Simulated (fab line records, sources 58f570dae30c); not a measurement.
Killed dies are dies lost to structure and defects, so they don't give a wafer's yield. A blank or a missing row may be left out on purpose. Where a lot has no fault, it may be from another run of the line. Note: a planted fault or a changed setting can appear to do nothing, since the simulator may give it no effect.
Which tool did it?	flow berkeley cmos170	39 wafers from 13 lots sampled at 5 of the route's 331 steps

== WHAT THE GAUGES SHOWED, per wafer ==
UCB170_V1_THK_MEAS_04. Usual: for V1_POLISHED_THK the level is 999.8 nm and the standard deviation is 1.1.
lot	measured	on	V1_POLISHED_THK (nm)	flag
L300	day 7 03:41	film metro-03	1000.6 1001.5 998.2	
L303	day 7 16:14	film metro-04	999.8 1001.5 999.8	
L302	day 7 16:32	film metro-01	998.9 999.2 999.4	
L301	day 7 16:14	film metro-03	997.3 998.5 999.5	
L304	day 8 12:50	film metro-01	999.1 1001.3 1001.2	
L311	day 10 01:43	film metro-03	999.9 999.7 1000.4	
L314	day 10 14:32	film metro-01	999.6 997.7 998.4	
L317	day 11 04:17	film metro-03	1000.4 998.2 999.6	
L316	day 11 04:35	film metro-04	999.7 999.0 998.5	
L319	day 11 17:31	film metro-01	1000.6 1000.1 1000.2	
L320	day 12 00:57	film metro-01	1003.6 1001.7 1001.8	
L322	day 12 01:14	film metro-04	1001.5 999.8 1001.3	
L321	day 12 01:16	film metro-01	1001.6 1001.2 1000.2	

UCB170_M2_RS_MEAS_02: uses a four-point probe to measure. Usual: for M2_AL_RS the level is 0.0322 ohm/sq and the standard deviation is 0.00033.
lot	measured	on	M2_AL_RS (ohm/sq)	flag
L300	day 7 05:47	film metro-03	0.0323 0.0324 0.0327	
L303	day 7 18:11	film metro-02	0.0322 0.0323 0.0322	
L302	day 7 18:23	film metro-03	0.0316 0.0318 0.0317	
L301	day 7 18:16	film metro-04	0.0319 0.0322 0.0323	
L304	day 8 14:37	film metro-03	0.0324 0.0325 0.0323	
L311	day 10 05:55	film metro-02	0.0329 0.0331 0.0326	
L314	day 10 16:29	film metro-04	0.0324 0.0320 0.0322	
L317	day 11 06:42	film metro-02	0.0322 0.0319 0.0322	
L316	day 11 06:57	film metro-04	0.0322 0.0324 0.0326	
L319	day 11 19:47	film metro-02	0.0323 0.0319 0.0321	
L320	day 12 03:05	film metro-02	0.0325 0.0323 0.0323	
L322	day 12 03:13	film metro-04	0.0324 0.0332 0.0327	
L321	day 12 03:23	film metro-02	0.0319 0.0323 0.0321	

== TOOL THAT RAN EACH LOT (tool first, then ch and the chambers of the sampled wafers, then the start) ==
lot	UCB170_CONTACT_STRIP_06	UCB170_V1_ETCH_14	UCB170_V1_STRIP_15
L300	plasma asher-01 ch 0,1, day 6 14:38	rie diel-04 ch 2,3, day 7 05:10	plasma asher-02 ch 0,1, day 7 05:23
L303	plasma asher-02 ch 0,1, day 7 07:19	rie diel-02 ch 2,3, day 7 17:37	plasma asher-02 ch 0,1, day 7 17:47
L302	plasma asher-01 ch 0, day 7 07:40	rie diel-01 ch 1,2, day 7 17:50	plasma asher-03 ch 0,1, day 7 18:01
L301	plasma asher-04 ch 0,1, day 7 07:46	rie diel-04 ch 2,3, day 7 17:43	plasma asher-04 ch 0,1, day 7 17:54
L304	plasma asher-01 ch 0,1, day 7 23:43	rie diel-02 ch 0,1,2, day 8 14:04	plasma asher-03 ch 0,1, day 8 14:14
L311	plasma asher-04 ch 0,1, day 9 19:10	rie diel-01 ch 0,1, day 10 05:07	plasma asher-02 ch 0,1, day 10 05:17
L314	plasma asher-04 ch 0,1, day 10 05:01	rie diel-01 ch 0,1,2, day 10 15:56	plasma asher-02 ch 0,1, day 10 16:07
L317	plasma asher-01 ch 0,1, day 10 18:53	rie diel-04 ch 1,2, day 11 06:07	plasma asher-04 ch 0,1, day 11 06:19
L316	plasma asher-01 ch 0,1, day 10 19:26	rie diel-01 ch 0,3, day 11 06:23	plasma asher-03 ch 0,1, day 11 06:34
L319	plasma asher-04 ch 0,1, day 11 09:13	rie diel-02 ch 1,3, day 11 19:14	plasma asher-03 ch 0,1, day 11 19:25
L320	plasma asher-04 ch 0,1, day 11 13:12	rie diel-04 ch 1,2, day 12 02:31	plasma asher-03 ch 1, day 12 02:42
L322	plasma asher-02 ch 0,1, day 11 13:41	rie diel-02 ch 1,2,3, day 12 02:40	plasma asher-03 ch 0,1, day 12 02:51
L321	plasma asher-02 ch 0,1, day 11 15:01	rie diel-04 ch 0,2,3, day 12 02:48	plasma asher-02 ch 0,1, day 12 03:01
- UCB170_CONTACT_STRIP_06: strips in O2.
- UCB170_V1_ETCH_14: etches SiO2 in CHF3/CF4/Ar, stops on Al, target depth 1250 nm, time 291 s.
- UCB170_V1_STRIP_15: strips in O2.

== AS READ BY THE TOOLS THEMSELVES (means over the sampled wafers that have a number; for cases with no such wafer, the mark the record gives instead) ==
UCB170_CONTACT_STRIP_06. Usual: drypump motor current A 5.7 A, standard deviation 0.5; oes product au 0.734 a.u., standard deviation 0.0041; strip time to endpoint s 21.95 s, standard deviation 0.057.
lot	tool	drypump motor current A (A)	oes product au (a.u.)	strip time to endpoint s (s)	flag
L300	plasma asher-01	5.2	0.733	22.00	
L303	plasma asher-02	6.3	0.732	21.96	
L302	plasma asher-01	5.1	0.737	21.99	
L301	plasma asher-04	5.6	0.734	22.00	
L304	plasma asher-01	5.2	0.739	21.97	
L311	plasma asher-04	5.6	0.737	21.95	
L314	plasma asher-04	6.0	0.736	21.93	
L317	plasma asher-01	5.4	0.733	21.99	
L316	plasma asher-01	5.2	0.735	21.87	
L319	plasma asher-04	5.6	0.734	21.96	
L320	plasma asher-04	6.0	0.735	21.88	
L322	plasma asher-02	6.3	0.732	21.87	
L321	plasma asher-02	6.0	0.735	21.93	

UCB170_V1_ETCH_14. Usual: drypump motor current A 5.6 A, standard deviation 0.49; mfc ar sccm 150.0 sccm, standard deviation 0.45; oes product au 0.867 a.u., standard deviation 0.011; throttle valve pct 7.02 %, standard deviation 0.13.
lot	tool	drypump motor current A (A)	mfc ar sccm (sccm)	oes product au (a.u.)	throttle valve pct (%)	flag
L300	rie diel-04	5.5	149.9	0.864	7.06	
L303	rie diel-02	5.9	150.2	0.869	7.08	
L302	rie diel-01	4.9	149.6	0.858	7.13	
L301	rie diel-04	5.9	150.3	0.864	7.11	
L304	rie diel-02	5.8	150.1	0.860	6.94	
L311	rie diel-01	4.9	150.6	0.859	7.11	
L314	rie diel-01	5.1	150.0	0.872	7.10	
L317	rie diel-04	5.3	150.5	0.865	7.18	
L316	rie diel-01	5.5	149.6	0.879	7.06	
L319	rie diel-02	6.0	149.8	0.861	6.92	
L320	rie diel-04	5.3	150.4	0.872	7.18	
L322	rie diel-02	5.9	150.2	0.872	6.98	
L321	rie diel-04	5.7	150.1	0.878	7.04	

UCB170_V1_STRIP_15. Usual: drypump motor current A 5.9 A, standard deviation 0.41; oes product au 0.721 a.u., standard deviation 0.0048; strip time to endpoint s 15.31 s, standard deviation 0.098.
lot	tool	drypump motor current A (A)	oes product au (a.u.)	strip time to endpoint s (s)	flag
L300	plasma asher-02	6.3	0.723	15.46	
L303	plasma asher-02	6.3	0.720	15.16	
L302	plasma asher-03	5.7	0.723	15.45	
L301	plasma asher-04	6.0	0.723	15.24	
L304	plasma asher-03	5.8	0.722	15.11	
L311	plasma asher-02	6.0	0.724	15.33	
L314	plasma asher-02	6.3	0.719	15.33	
L317	plasma asher-04	6.0	0.725	15.29	
L316	plasma asher-03	5.8	0.724	15.33	
L319	plasma asher-03	5.8	0.722	15.23	
L320	plasma asher-03	5.5	0.722	15.27	
L322	plasma asher-03	5.8	0.720	15.23	
L321	plasma asher-02	6.3	0.721	15.35	

== THE ANSWER, worked out from the rows above alone ==
Rule: lot off if the mean of its wafers having a number is beyond 3 standard deviations from the usual mean. Also off: a lot with no number at a reading for which 4 or more lots have one. Any other lot the step has rows for is counted as sound. The gauges are gone through in route order, then the tools' own readings, and for those a lot's mean is taken as printed above. At the first step where some lot is off, the reading lying furthest off is the one used; lots without a number count as furthest.
No lot is off at any reading shown: from this, nothing can be told.

== WHAT THE SIMULATOR HAD INSERTED ==
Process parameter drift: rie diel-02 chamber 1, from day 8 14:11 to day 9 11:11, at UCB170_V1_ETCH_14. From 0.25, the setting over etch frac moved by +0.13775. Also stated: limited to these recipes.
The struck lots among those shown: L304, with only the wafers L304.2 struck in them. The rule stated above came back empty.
